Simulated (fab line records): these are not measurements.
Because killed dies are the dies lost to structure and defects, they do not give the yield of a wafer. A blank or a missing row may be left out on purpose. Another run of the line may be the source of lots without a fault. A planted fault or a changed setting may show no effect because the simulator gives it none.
Struck lot and sound lot, side by side    flow rit cmos    20 steps out of a route of 202
Sound: wafers L850.3, L850.4, L850.6. Struck: wafers L859.1, L859.2, L859.6. The cause comes at the end.
For every step that has rows: the tool of each side, followed by ch and its chambers, followed by its first start. Under that, the readings that differ: sound wafers    struck wafers    difference of the means    sigmas: that difference in standard deviations of wafers without a fault.
alike: same words and numbers on both sides, and readings whose means sit less than 2 such deviations apart. not compared: any withheld reading, any reading some wafer has no value for, any bound like >300 that may hide the same value, and any number with overlapping values for which the record gives no deviation.
A row with sigmas, a row that says differs or no value, or rows on one side alone: a step with any of these is where the two part. Numbers that have no deviation but don't overlap get no sigmas and don't part them. A reading missing from all wafers of one side parts the sides only when that side holds two or more wafers.

first, 2 steps without rows for these wafers: RIT_NWELL_HARDBAKE_07 (time 120 s); RIT_NWELL_IMPLANT_08.
RIT_NWELL_STRIP_09: strips in O2, time 180 s.
  sound on plasma asher-01 ch 0,1, day 2 08:05; struck on plasma asher-04 ch 0,1, day 4 02:35
  alike: drypump motor current A
  not compared: rf hours counter h
RIT_NWELL_TW_MEAS_10:
  sound: film metro-01 at day 2 08:13; struck: film metro-01 at day 4 02:46
  alike: NWELL_TW
then, 6 steps without rows for these wafers: RIT_PWELL_HMDS_00 (prime time 60 s); RIT_PWELL_COAT_01 (resist thk 1300 nm); RIT_PWELL_SOFTBAKE_02 (time 60 s); RIT_PWELL_EXPOSE_03 (exposes mask M3, target cd 43700 nm); RIT_PWELL_PEB_04; RIT_PWELL_DEVELOP_05 (develop time 68 s).
RIT_PWELL_OVL_MEAS_06:
  sound: overlay-02 at day 2 09:09; struck: overlay-02 at day 4 03:50
  alike: PWELL_OVL
then, 1 step without rows for these wafers: RIT_PWELL_HARDBAKE_07 (time 120 s).
RIT_PWELL_IMPLANT_08:
  sound on implanter-03 ch 0, day 2 09:29; struck on implanter-04 ch 0, day 4 04:08
reading                    sound                 struck                difference  sigmas
beam energy keV            170.04 169.98 170.05  157.38 157.28 157.28  -12.71      -99 or more
model.implant.rp nm (nm)   473.8 473.8 473.8     455.9 455.9 455.9     -17.9       
model.implant.drp nm (nm)  102.9 102.9 102.9     99.94 99.94 99.94     -2.96       
RIT_PWELL_STRIP_09: strips in O2, time 180 s.
  sound on plasma asher-03 ch 0,1, day 2 09:38; struck on plasma asher-01 ch 0,1, day 4 04:17
  alike: drypump motor current A
  not compared: rf hours counter h
RIT_PWELL_TW_MEAS_10:
  sound: film metro-02 at day 2 09:46; struck: film metro-03 at day 4 04:28
reading   sound        struck       difference  sigmas
PWELL_TW  958 957 963  943 950 942  -14         -3
then, 1 step without rows for these wafers: RIT_WELLDRIVE_ANNEAL_00 (time 14700 s).
RIT_WELLDRIVE_RS_MEAS_01: uses a four-point probe to measure.
  sound: film metro-02 at day 2 16:38; struck: film metro-01 at day 4 10:25
  alike: NWELL_RS
RIT_WELLDRIVE_RS_MEAS_02: uses a four-point probe to measure.
  sound: film metro-02 at day 2 16:45; struck: film metro-01 at day 4 10:32
reading            sound              struck             difference  sigmas
PWELL_RS (ohm/sq)  430.0 430.4 429.9  433.0 433.6 433.6  +3.3        +3
then, 1 step without rows for these wafers: RIT_NRETRO_HMDS_00 (prime time 60 s).
RIT_M1_PROBE_99:
  sound: prober-02 at day 4 04:07; struck: prober-02 at day 5 18:58
reading                      sound              struck             difference  sigmas
killed at front end          11 9 13            4 5 6              -6          -2
killed dies                  11 9 13            4 5 6              -6          -2
killed short                 7 4 7              0 3 3              -4          -2
model.etest.pwell.rs ohm sq  411.7 414.1 413.1  429.5 427.1 421.2  +13.0       
  alike: killed at contacts, killed open

## WHERE THEY PART
At RIT_PWELL_IMPLANT_08 first; at RIT_M1_PROBE_99 last (within this record only).

WHY: what had been put in by the simulator
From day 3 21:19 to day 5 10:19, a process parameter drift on implanter-04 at RIT_PWELL_IMPLANT_08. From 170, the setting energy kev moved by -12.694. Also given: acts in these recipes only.
